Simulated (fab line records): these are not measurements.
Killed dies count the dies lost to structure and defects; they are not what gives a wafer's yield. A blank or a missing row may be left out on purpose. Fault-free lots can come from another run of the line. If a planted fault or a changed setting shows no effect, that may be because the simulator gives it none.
Lot-split experiment | flow rit_cmos | on a route of 202 steps: 5 lots, 23 wafers read

== SPLIT DETAILS ==
At RIT_PWELL_COAT_01 (resist thk 1300 nm), the setting resist_thk_nm was moved away from the recipe's 1300 nm on 8 of the 23 wafers read, by -2.9% to -2.5%. This setting was run at the recipe's value on the other wafers.

== FROM THE SPLIT TO THE READING: what the file shows between them, 3 steps ==
- RIT_PWELL_SOFTBAKE_02: time 60 s
- RIT_PWELL_EXPOSE_03: exposes mask M3, target cd 43700 nm
- RIT_PWELL_DEVELOP_05: develop time 68 s

== THE READING ==
NOVOLAK_of_PWELL_COAT_01.thk_nm (the simulator's own value, which no gauge read), in nm, at RIT_PWELL_HARDBAKE_07 (time 120 s). The file gives no usual value for it. Across the 15 wafers here that went through the recipe, the average is 1136 nm and the standard deviation 4.1 nm.

wafer  | tool, chamber at the split | resist_thk_nm as run, nm | against the recipe | NOVOLAK_of_PWELL_COAT_01.thk_nm, nm | against lot-mates on the recipe
L074.2 | litho_track-03, 0          | 1300                     | recipe             | 1143                                | -
L074.3 | litho_track-03, 0          | 1262                     | -2.9%              | 1115                                | -26
L074.4 | litho_track-03, 0          | 1300                     | recipe             | 1140                                | -
L074.5 | litho_track-03, 0          | 1262                     | -2.9%              | 1109                                | -32
L074.6 | litho_track-03, 0          | 1300                     | recipe             | 1139                                | -
L078.4 | litho_track-04, 0          | 1300                     | recipe             | 1140                                | -
L078.5 | litho_track-04, 0          | 1300                     | recipe             | 1137                                | -
L078.6 | litho_track-04, 0          | 1300                     | recipe             | 1137                                | -
L079.1 | litho_track-04, 0          | 1300                     | recipe             | 1130                                | -
L079.2 | litho_track-04, 0          | 1300                     | recipe             | 1131                                | -
L079.3 | litho_track-04, 0          | 1300                     | recipe             | 1129                                | -
L079.4 | litho_track-04, 0          | 1300                     | recipe             | 1133                                | -
L079.6 | litho_track-04, 0          | 1300                     | recipe             | 1132                                | -
L080.1 | litho_track-01, 0          | 1267                     | -2.5%              | 1113                                | -26
L080.2 | litho_track-01, 0          | 1267                     | -2.5%              | 1114                                | -26
L080.4 | litho_track-01, 0          | 1267                     | -2.5%              | 1114                                | -26
L080.3 | litho_track-01, 0          | 1300                     | recipe             | 1139                                | -
L080.5 | litho_track-01, 0          | 1300                     | recipe             | 1140                                | -
L083.1 | litho_track-03, 0          | 1262                     | -2.9%              | 1105                                | -32
L083.4 | litho_track-03, 0          | 1262                     | -2.9%              | 1105                                | -32
L083.2 | litho_track-03, 0          | 1300                     | recipe             | 1138                                | -
L083.3 | litho_track-03, 0          | 1262                     | -2.9%              | 1100                                | -37
L083.5 | litho_track-03, 0          | 1300                     | recipe             | 1136                                | -

THE FIT
A straight line over all 23 wafers: NOVOLAK_of_PWELL_COAT_01.thk_nm changes by +9.73 nm for each +1% of resist_thk_nm; r = +0.95; the points scatter about the line by 4.4 nm.
The same after taking each lot's own level away (the mean of its wafers on the recipe; 23 wafers): +10.6 nm for each +1%; r = +0.99; scatter 2.2 nm.
The reading moves by 31 nm for the largest change in resist_thk_nm, on that fit.
Measured against the standard deviation above, the lots' own levels, which go from 1131.0 to 1140.7 nm, span 2.3 times it.
The two slopes are in agreement: the lot-to-lot level therefore moves the slope only a little.
Check: -31.9 nm against its lot-mates is what the line predicts for one of the wafers moved furthest among these (-2.9%) when that wafer is left out of the fit. It came out at -25.7 nm against them.

== ADDITIONAL SPLITS CARRIED BY THESE WAFERS ==
Note: prior to the reading, these wafers also went through further splits. Each is held against what the fit with the lots' levels taken away leaves over:
other split on the same wafers  | wafers away from the commonest value | r with NOVOLAK_of_PWELL_COAT_01.thk_nm (lot level and that fit taken away)
RIT_FOX2_OXIDATION_00 ox_time_s | 18                                   | +0.10
RIT_NWELL_IMPLANT_08 dose_cm2   | 6                                    | -0.33

== THE WHOLE CHAIN: every reading that the file lists as answering this split, in the file's order ==
step                  | what it does       | reading                                                                          | change (the file's fit)              | r (the file's)
RIT_PWELL_COAT_01     | resist thk 1300 nm | NOVOLAK_of_PWELL_COAT_01.thk_nm (the simulator's own value, which no gauge read) | +12.2 nm for each +1% of the setting | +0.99
RIT_PWELL_HARDBAKE_07 | time 120 s         | NOVOLAK_of_PWELL_COAT_01.thk_nm (the simulator's own value, which no gauge read) | +10.5 nm for each +1% of the setting | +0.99

== THE FILE'S OWN FIT ==
NOVOLAK_of_PWELL_COAT_01.thk_nm changes by +10.5 nm for each +1% of resist_thk_nm, r = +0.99.
